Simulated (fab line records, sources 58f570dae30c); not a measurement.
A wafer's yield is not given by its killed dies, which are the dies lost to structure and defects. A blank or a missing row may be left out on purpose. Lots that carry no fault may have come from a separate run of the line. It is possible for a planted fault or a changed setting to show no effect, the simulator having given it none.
fab line records | flow berkeley-cmos170
[record] lots = 13 wafers = 39 last-day = 13
route steps=331 shown PWELL@40 SPACER@171 M3@310
lots with no fault: from the same line, run without faults
start-h: hours from the record's opening day to when the first of the lot's shown wafers began | wait-h: hours since the lot's step before | " repeats the value in the row above | L1.1+2: a single row standing in for several wafers | - value missing, or start not given | * or withheld: withheld | < > ~ a bound
route shown NAME@n: NAME is a module with steps in the file, n the number in the route of the first one | usual: mean and standard deviation over wafers with no fault | same: alike in all rows | chamber/n: place in a boat | sites: per-site readings | _std_site: standard deviation across them | _edge_site: inner sites' mean taken away from outer sites' mean | radius-mm: for every site, how far away it sits from the centre of the wafer | mask NAME#n: copy n | behind: the most recent tool/chamber to have shaped the wafer | hold: cause of the lot's hold/its duration in hours/its outcome | device: the transistor (n, p or np) that didn't switch | end of line: the route-end tests of the same wafers | step lacking rows: just its recipe | killed: not the wafer's yield, but the dies lost to structure and defects at the first sort | map: the dies of a wafer, with x for killed, . for not killed, _ for no die there
set.NAME: setting as actually run; set.NAME@STEP: the setting as run at that earlier step | model.NAME: the simulator's own value behind a step, which no gauge read
steps of the route over a sample of lots; a table a step, a row a wafer
services: when a tool's chamber went out of use (start-h, in hours from the record's first day, below 0 if earlier), for how many hours, and the reason
[[steps]]
[step UCB170_PWELL_THK_MEAS_06]
[recipe] reads = Si3N4_of_PWELL_CVD_05
[usual] PWELL_NITRIDE_THK = 220.7/2.2
// columns lot.wafer tool chamber start-h wait-h PWELL_NITRIDE_THK[nm]
L355.1 film-metro-04 - 62.01 0.0 224.0
L355.3 " - " " 221.9
L355.5 " - " " 221.6
L356.1 film-metro-04 - 68.14 0.0 219.2
L356.3 " - " " 220.3
L356.5 " - " " 217.3
L359.1 film-metro-03 - 76.41 0.0 220.0
L359.2 " - " " 218.8
L359.6 " - " " 219.4
L357.4 film-metro-03 - 76.50 0.1 219.2
L357.5 " - " " 220.7
L357.6 " - " " 220.9
L360.2 film-metro-02 - 85.67 0.0 221.0
L360.4 " - " " 221.1
L360.5 " - " " 221.1
L362.2 film-metro-02 - 95.73 0.0 219.8
L362.5 " - " " 218.5
L362.6 " - " " 218.2
L364.2 film-metro-04 - 107.71 0.0 219.6
L364.4 " - " " 219.6
L364.6 " - " " 218.2
L367.2 film-metro-03 - 120.72 0.0 218.8
L367.3 " - " " 218.8
L367.6 " - " " 217.3
L369.1 film-metro-04 - 129.32 0.0 218.6
L369.5 " - " " 220.7
L369.6 " - " " 219.6
L371.1 film-metro-03 - 147.58 0.0 219.9
L371.2 " - " " 219.4
L371.6 " - " " 220.4
L374.1 film-metro-04 - 155.48 0.0 221.4
L374.2 " - " " 224.2
L374.6 " - " " 224.0
L375.1 film-metro-02 - 172.01 0.0 219.6
L375.2 " - " " 217.0
L375.3 " - " " 217.8
L377.3 film-metro-03 - 175.69 0.0 227.9
L377.5 " - " " 226.8
L377.6 " - " " 227.7
[step UCB170_PWELL_ETCH_14]
[recipe] chemistry = CH3F/Ar/O2 target = Si3N4 stop-on = SiO2 CH3F_flow_sccm = 20 Ar_flow_sccm = 50 O2_flow_sccm = 7 pressure-mtorr = 50 rf-w = 450 target-depth-a = 2420 over-etch-frac = 0.1 time-s = 151
[usual] drypump-motor-current-A = 5.68/0.25 mfc-ar-sccm = 49.99/0.14 oes-product-au = 0.940/0.015 rf-fwd-power-W = 447.8/1.6 throttle-valve-pct = 8.14/0.11
// columns lot.wafer tool chamber start-h wait-h drypump-motor-current-A mfc-ar-sccm oes-product-au rf-fwd-power-W rf-hours-counter-h throttle-valve-pct
L355.1 rie-diel-03 0 63.75 0.0 5.83 49.91 0.953 445.6 12 8.12
L355.3 " 1 " " 5.87 49.93 0.930 448.8 76 8.07
L355.5 " 1 " " 5.88 50.15 0.934 447.7 - 8.04
L356.1 rie-diel-04 0 69.08 0.0 5.34 50.17 0.925 447.8 70 8.11
L356.3 " 1 " " 5.93 50.00 0.947 446.5 151 8.13
L356.5 " 0 " " 5.35 50.14 0.933 446.7 - 8.10
L359.1 rie-diel-01 0 78.14 0.0 5.56 49.96 0.958 447.1 161 8.15
L359.2 " 2 " " 5.92 50.07 0.916 446.1 14 8.33
L359.6 " 3 " " 5.44 50.00 0.965 446.6 - 7.83
L357.4 rie-diel-04 0 78.62 0.0 5.34 50.04 0.937 447.1 71 8.10
L357.5 " 3 " " 5.44 50.11 0.934 449.8 - 8.25
L357.6 " 2 " " 5.89 50.07 0.939 448.6 - 8.18
L360.2 rie-diel-01 0 87.41 0.0 5.52 49.94 0.960 443.6 161 8.13
L360.4 " 2 " " 5.94 50.02 0.925 447.5 15 8.32
L360.5 " 3 " " 5.43 49.83 0.965 448.6 - 7.82
L362.2 rie-diel-01 0 97.68 0.0 5.57 49.92 0.952 445.6 162 8.13
L362.5 " 2 " " 5.95 49.84 0.923 445.8 - 8.32
L362.6 " 1 " " 5.31 50.18 0.968 446.5 - 8.32
L364.2 rie-diel-03 1 109.80 0.0 5.91 50.05 0.910 449.1 78 8.05
L364.4 " 0 " " 5.79 50.05 0.947 447.0 14 8.11
L364.6 " 1 " " 5.91 49.77 0.920 450.3 - 8.03
L367.2 rie-diel-01 1 122.46 0.0 5.28 49.89 0.956 448.8 2 8.33
L367.3 " 3 " " 5.42 49.96 0.961 447.7 16 7.82
L367.6 " 0 " " 5.51 49.93 0.931 447.3 - 8.14
L369.1 rie-diel-03 2 131.08 0.0 5.38 50.17 0.926 449.6 56 8.12
L369.5 " 1 " " 5.88 49.80 0.923 447.7 - 8.04
L369.6 " 0 " " 5.85 49.96 0.945 447.8 - 8.11
L371.1 rie-diel-03 1 148.86 0.0 5.85 49.73 0.922 446.6 79 8.03
L371.2 " 2 " " 5.36 50.19 0.936 445.6 57 8.11
L371.6 " 2 " " 5.36 50.20 0.939 447.7 - 8.12
L374.1 rie-diel-04 1 157.20 0.0 5.94 49.82 0.950 445.8 156 8.14
L374.2 " 0 " " 5.35 50.04 0.945 449.7 74 8.13
L374.6 " 3 " " 5.44 50.01 0.919 448.5 - 8.25
L375.1 rie-diel-03 0 173.78 0.0 5.84 50.03 0.949 450.2 17 8.13
L375.2 " 1 " " 5.88 50.05 0.919 449.9 80 8.05
L375.3 " 3 " " 5.89 49.98 0.934 449.5 18 8.08
L377.3 rie-diel-04 1 178.03 0.0 5.91 50.06 0.953 449.2 0 8.13
L377.5 " 2 " " 5.89 49.82 0.949 445.4 - 8.18
L377.6 " 1 " " 5.92 50.08 0.946 448.2 - 8.14
[step UCB170_SPACER_CVD_00]
[recipe] material = SiO2 target-thk-nm = 376 temp-c = 390 precursor = TEOS/O2 time-s = 47 rf-w = 550 pressure-mtorr = 9000
[usual] heater-power-w = 228/63 rf-fwd-power-W = 544.9/2.6
// columns lot.wafer tool chamber start-h wait-h heater-power-w rf-fwd-power-W
L355.1 pecvd-02 0 163.49 0.0 136 542.0
L355.3 " 1 " " 257 544.8
L355.5 " 1 " " 272 545.4
L356.1 pecvd-01 0 171.80 0.0 167 544.7
L356.3 " 2 " " 203 546.7
L356.5 " 2 " " 132 543.3
L359.1 pecvd-02 2 180.73 0.0 334 547.0
L359.2 " 0 " " 149 539.2
L359.6 " 2 " " 344 544.1
L360.2 pecvd-01 1 181.16 0.0 277 545.9
L360.4 " 1 " " 289 546.2
L360.5 " 2 " " 201 545.0
L357.4 pecvd-03 1 181.18 0.0 184 544.5
L357.5 " 2 " " 204 545.8
L357.6 " 0 " " 230 546.6
L362.2 pecvd-02 0 194.67 0.0 124 541.1
L362.5 " 0 " " 133 542.3
L362.6 " 2 " " 323 548.2
L364.2 pecvd-03 1 206.59 0.0 222 542.4
L364.4 " 0 " " 297 545.2
L364.6 " 2 " " 223 548.0
L367.2 pecvd-01 1 217.81 0.0 292 550.4
L367.3 " 2 " " 178 542.1
L367.6 " 2 " " 190 543.8
L369.1 pecvd-01 0 224.70 0.0 156 545.5
L369.5 " 0 " " 165 546.0
L369.6 " 2 " " 180 547.3
L371.1 pecvd-03 0 246.38 0.0 299 545.4
L371.2 " 2 " " 170 545.0
L371.6 " 1 " " 242 546.7
L374.1 pecvd-03 0 247.85 0.0 327 541.8
L374.2 " 1 " " 233 542.0
L374.6 " 1 " " 245 543.2
L375.1 pecvd-02 0 264.93 0.0 125 541.2
L375.2 " 1 " " 278 547.3
L375.3 " 2 " " 363 545.5
L377.3 pecvd-01 0 280.65 0.0 215 545.2
L377.5 " 2 " " 141 542.9
L377.6 " 0 " " 138 544.4
[step UCB170_M3_SPUTTER_01]
[recipe] material = Al target-thk-nm = 900 time-s = 120 power-w = 6000 chamber-pressure-pa = 0.5
[usual] throttle-valve-pct = 30.5/1.1
// columns lot.wafer tool chamber start-h wait-h throttle-valve-pct
L355.1 pvd-sputter-01 - 198.33 0.0 29.7
L355.3 " - " " 28.6
L355.5 " - " " 30.7
L356.1 pvd-sputter-04 - 204.73 0.0 30.1
L356.3 " - " " 30.5
L356.5 " - " " 30.3
L357.4 pvd-sputter-01 - 210.52 0.0 31.9
L357.5 " - " " 31.7
L357.6 " - " " 30.6
L359.1 pvd-sputter-02 - 211.91 0.0 30.7
L359.2 " - " " 32.7
L359.6 " - " " 29.5
L360.2 pvd-sputter-01 - 213.64 0.0 29.9
L360.4 " - " " 31.7
L360.5 " - " " 28.4
L362.2 pvd-sputter-01 - 227.40 0.0 28.1
L362.5 " - " " 31.9
L362.6 " - " " 29.6
L364.2 pvd-sputter-02 - 239.68 0.0 30.8
L364.4 " - " " 29.6
L364.6 " - " " 29.3
L367.2 pvd-sputter-04 - 249.56 0.0 30.2
L367.3 " - " " 30.1
L367.6 " - " " 30.2
L369.1 pvd-sputter-01 - 258.97 0.0 28.7
L369.5 " - " " 31.7
L369.6 " - " " 29.6
L371.1 pvd-sputter-01 - 276.80 0.0 31.6
L371.2 " - " " 30.0
L371.6 " - " " 30.6
L374.1 pvd-sputter-04 - 280.40 0.0 30.4
L374.2 " - " " 30.2
L374.6 " - " " 31.2
L375.1 pvd-sputter-04 - 299.15 0.0 30.1
L375.2 " - " " 30.6
L375.3 " - " " 30.1
L377.3 pvd-sputter-02 - 308.70 0.0 29.6
L377.5 " - " " 30.6
L377.6 " - " " 32.3
[step UCB170_M3_RS_MEAS_02]
[recipe] thk-meas-gauge = four-point-probe reads = Al_of_M3_SPUTTER_01
[usual] M3_AL_RS = 0.0320/0.00037
// columns lot.wafer tool chamber start-h wait-h M3_AL_RS[ohm/sq]
L355.1 film-metro-04 - 198.42 0.0 0.0318
L355.3 " - " " 0.0318
L355.5 " - " " 0.0323
L356.1 film-metro-04 - 204.81 0.0 0.0321
L356.3 " - " " 0.0324
L356.5 " - " " 0.0322
L357.4 film-metro-01 - 210.66 0.1 0.0316
L357.5 " - " " 0.0320
L357.6 " - " " 0.0326
L359.1 film-metro-01 - 211.99 0.0 0.0320
L359.2 " - " " 0.0318
L359.6 " - " " 0.0318
L360.2 film-metro-01 - 213.74 0.1 0.0314
L360.4 " - " " 0.0313
L360.5 " - " " 0.0315
L362.2 film-metro-01 - 227.50 0.1 0.0327
L362.5 " - " " 0.0327
L362.6 " - " " 0.0331
L364.2 film-metro-01 - 239.78 0.1 0.0319
L364.4 " - " " 0.0322
L364.6 " - " " 0.0321
L367.2 film-metro-01 - 249.66 0.1 0.0318
L367.3 " - " " 0.0312
L367.6 " - " " 0.0319
L369.1 film-metro-01 - 259.06 0.0 0.0316
L369.5 " - " " 0.0313
L369.6 " - " " 0.0318
L371.1 film-metro-02 - 276.88 0.0 0.0317
L371.2 " - " " 0.0322
L371.6 " - " " 0.0322
L374.1 film-metro-02 - 280.49 0.0 0.0323
L374.2 " - " " 0.0322
L374.6 " - " " 0.0323
L375.1 film-metro-02 - 299.24 0.0 0.0319
L375.2 " - " " 0.0323
L375.3 " - " " 0.0322
L377.3 film-metro-04 - 308.83 0.1 0.0414
L377.5 " - " " 0.0320
L377.6 " - " " 0.0318
[step UCB170_M3_THK_MEAS_03]
[recipe] thk-meas-gauge = xrf reads = Al_of_M3_SPUTTER_01
[usual] M3_AL_THK = 895/12
// columns lot.wafer tool chamber start-h wait-h M3_AL_THK[nm]
L355.1 film-metro-04 - 198.54 0.1 904
L355.3 " - " " 900
L355.5 " - " " 886
L356.1 film-metro-04 - 204.93 0.1 898
L356.3 " - " " 890
L356.5 " - " " 888
L357.4 film-metro-01 - 210.75 0.1 911
L357.5 " - " " 902
L357.6 " - " " 878
L359.1 film-metro-01 - 212.11 0.1 901
L359.2 " - " " 905
L359.6 " - " " 899
L360.2 film-metro-01 - 213.85 0.1 915
L360.4 " - " " 919
L360.5 " - " " 914
L362.2 film-metro-01 - 227.61 0.1 885
L362.5 " - " " 879
L362.6 " - " " 872
L364.2 film-metro-01 - 239.89 0.1 903
L364.4 " - " " 891
L364.6 " - " " 897
L367.2 film-metro-01 - 249.77 0.1 902
L367.3 " - " " 915
L367.6 " - " " 894
L369.1 film-metro-01 - 259.18 0.1 908
L369.5 " - " " 913
L369.6 " - " " 901
L371.1 film-metro-02 - 277.00 0.1 893
L371.2 " - " " 887
L371.6 " - " " 887
L374.1 film-metro-02 - 280.61 0.1 881
L374.2 " - " " 888
L374.6 " - " " 882
L375.1 film-metro-02 - 299.36 0.1 889
L375.2 " - " " 884
L375.3 " - " " 881
L377.3 film-metro-04 - 308.93 0.1 694
L377.5 " - " " 896
L377.6 " - " " 900
[step UCB170_M3_METAL_ETCH_18]
[recipe] chemistry = Cl2/BCl3 target = Al stop-on = SiO2 pressure-mtorr = 12 target-depth-a = 11700 over-etch-frac = 0.3 time-s = 195 icp-w = 600 bias-w = 120 Cl2_flow_sccm = 90 bcl3-flow-sccm = 45
[usual] bias-w = 120.0/0.35 drypump-motor-current-A = 5.7/0.47 oes-product-au = 0.856/0.0097 rf-fwd-power-W = 597.7/2 throttle-valve-pct = 24.39/0.23
// columns lot.wafer tool chamber start-h wait-h bias-w drypump-motor-current-A oes-product-au rf-fwd-power-W rf-hours-counter-h throttle-valve-pct
L355.1 rie-metal-04 0 201.32 - 120.3 5.6 0.869 599.6 5 24.41
L355.3 " 1 " " 119.6 5.0 0.861 599.8 - 24.08
L355.5 " 1 " " 120.3 5.0 0.856 598.8 - 24.08
L356.1 rie-metal-02 1 207.21 - 120.0 6.0 0.849 601.8 1 24.70
L356.3 " 0 " " 120.5 6.6 0.850 597.7 - 24.35
L356.5 " 0 " " 119.6 6.6 0.859 597.3 - 24.33
L357.4 rie-metal-04 1 213.00 - 120.3 5.0 0.866 599.5 - 24.09
L357.5 " 1 " " 119.7 5.0 0.872 599.4 - 24.08
L357.6 " 0 " " 119.4 5.6 0.849 596.9 - 24.42
L359.1 rie-metal-02 1 214.45 - 119.6 6.0 0.851 595.5 1 24.69
L359.2 " 1 " " 119.6 6.0 0.847 597.2 - 24.69
L359.6 " 1 " " 120.2 6.0 0.856 596.2 - 24.69
L360.2 rie-metal-04 0 216.73 - 119.2 5.6 0.874 598.3 6 24.42
L360.4 " 1 " " 120.1 5.0 0.875 601.7 - 24.07
L360.5 " 1 " " 120.1 5.0 0.872 602.0 - 24.08
L362.2 rie-metal-04 0 230.32 - 120.0 5.6 0.849 596.0 6 24.42
L362.5 " 1 " " 120.3 5.0 0.850 598.5 - 24.08
L362.6 " 0 " " 119.5 5.6 0.844 598.8 - 24.42
L364.2 rie-metal-04 0 242.74 - 120.1 5.6 0.865 598.1 7 24.42
L364.4 " 0 " " 120.2 5.6 0.854 597.2 - 24.40
L364.6 " 1 " " 120.1 5.0 0.856 598.0 - 24.10
L367.2 rie-metal-02 0 251.59 - 120.0 6.5 0.853 598.2 0 24.30
L367.3 " 1 " " 119.7 6.0 0.856 597.3 - 24.70
L367.6 " 1 " " 119.9 6.0 0.854 596.0 - 24.69
L369.1 rie-metal-04 0 261.18 - 120.1 5.6 0.868 598.4 7 24.40
L369.5 " 0 " " 119.8 5.6 0.876 597.9 - 24.40
L369.6 " 1 " " 120.2 5.0 0.861 597.4 - 24.10
L371.1 rie-metal-04 1 281.28 - 119.7 5.0 0.871 598.8 12 24.08
L371.2 " 0 " " 120.0 5.6 0.853 598.7 8 24.41
L371.6 " 0 " " 119.5 5.6 0.856 600.6 - 24.42
L374.1 rie-metal-02 1 282.80 - 120.1 6.0 0.845 592.0 4 24.70
L374.2 " 0 " " 120.4 6.5 0.840 597.6 1 24.32
L374.6 " 1 " " 120.1 6.0 0.841 596.5 - 24.71
L375.1 rie-metal-02 0 302.09 - 119.5 6.5 0.847 597.7 2 24.30
L375.2 " 1 " " 120.4 6.0 0.849 598.8 4 24.71
L375.3 " 1 " " 120.1 6.0 0.852 595.8 - 24.70
L377.3 rie-metal-04 0 310.81 - 120.2 5.6 0.760 600.6 - 24.46
L377.5 " 0 " " 119.9 5.6 0.854 598.3 - 24.41
L377.6 " 1 " " 120.4 5.0 0.861 595.8 - 24.05
[[services]]
// columns tool chamber start-h hours kind
pecvd-03 2 51.09 6.7 repair
pecvd-03 - 53.38 0.9 repair
rie-diel-04 3 60.36 11.8 repair
pecvd-01 2 64.01 2.5 repair
rie-diel-03 3 74.09 6.4 repair
pecvd-03 1 77.45 8.0 repair
pecvd-03 - 84.86 1.9 repair
rie-diel-04 0 87.84 20.2 repair
pecvd-03 1 89.44 13.5 repair
pecvd-01 - 114.83 14.6 pm
rie-diel-03 1 116.01 11.6 repair
pecvd-02 0 120.78 6.4 repair
pecvd-01 - 129.43 2.8 pm
pecvd-01 - 133.67 1.3 repair
pecvd-03 - 135.50 14.0 pm
rie-diel-01 3 151.27 1.7 repair
rie-metal-02 - 162.83 28.1 pm
rie-diel-03 2 232.11 8.2 repair
pecvd-01 - 234.03 1.0 repair
pecvd-01 - 242.50 14.0 pm
pecvd-01 1 246.71 12.0 repair
rie-diel-03 - 257.98 1.7 repair
rie-diel-03 - 263.20 0.2 repair
rie-diel-03 0 289.86 19.0 repair
[[key]]
[first-sign] step = UCB170_M3_RS_MEAS_02 reading = M3_AL_RS direction = up sigmas = 25 usual = 0.0320 struck = 0.0414
[effect] step = UCB170_M3_THK_MEAS_03 reading = M3_AL_THK direction = down sigmas = 17 usual = 895 struck = 694
[effect] step = UCB170_M3_METAL_ETCH_18 reading = oes-product-au direction = down sigmas = 9.9 usual = 0.856 struck = 0.760
met-at UCB170_M3_SPUTTER_01
struck-lots L377
struck-wafers L377.3
not-acting-at UCB170_PWELL_THK_MEAS_06,UCB170_PWELL_ETCH_14,UCB170_SPACER_CVD_00
onset-between 239.68 308.70
[fault] kind = process-parameter-drift tool = pvd-sputter-02 chamber = - onset-h = 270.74 steps = UCB170_M3_SPUTTER_01 channel = target-thk-nm offset = -197.97 shape = step end-h = 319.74 acts-in = these-recipes-only stated = 900 scope = struck-wafers-only
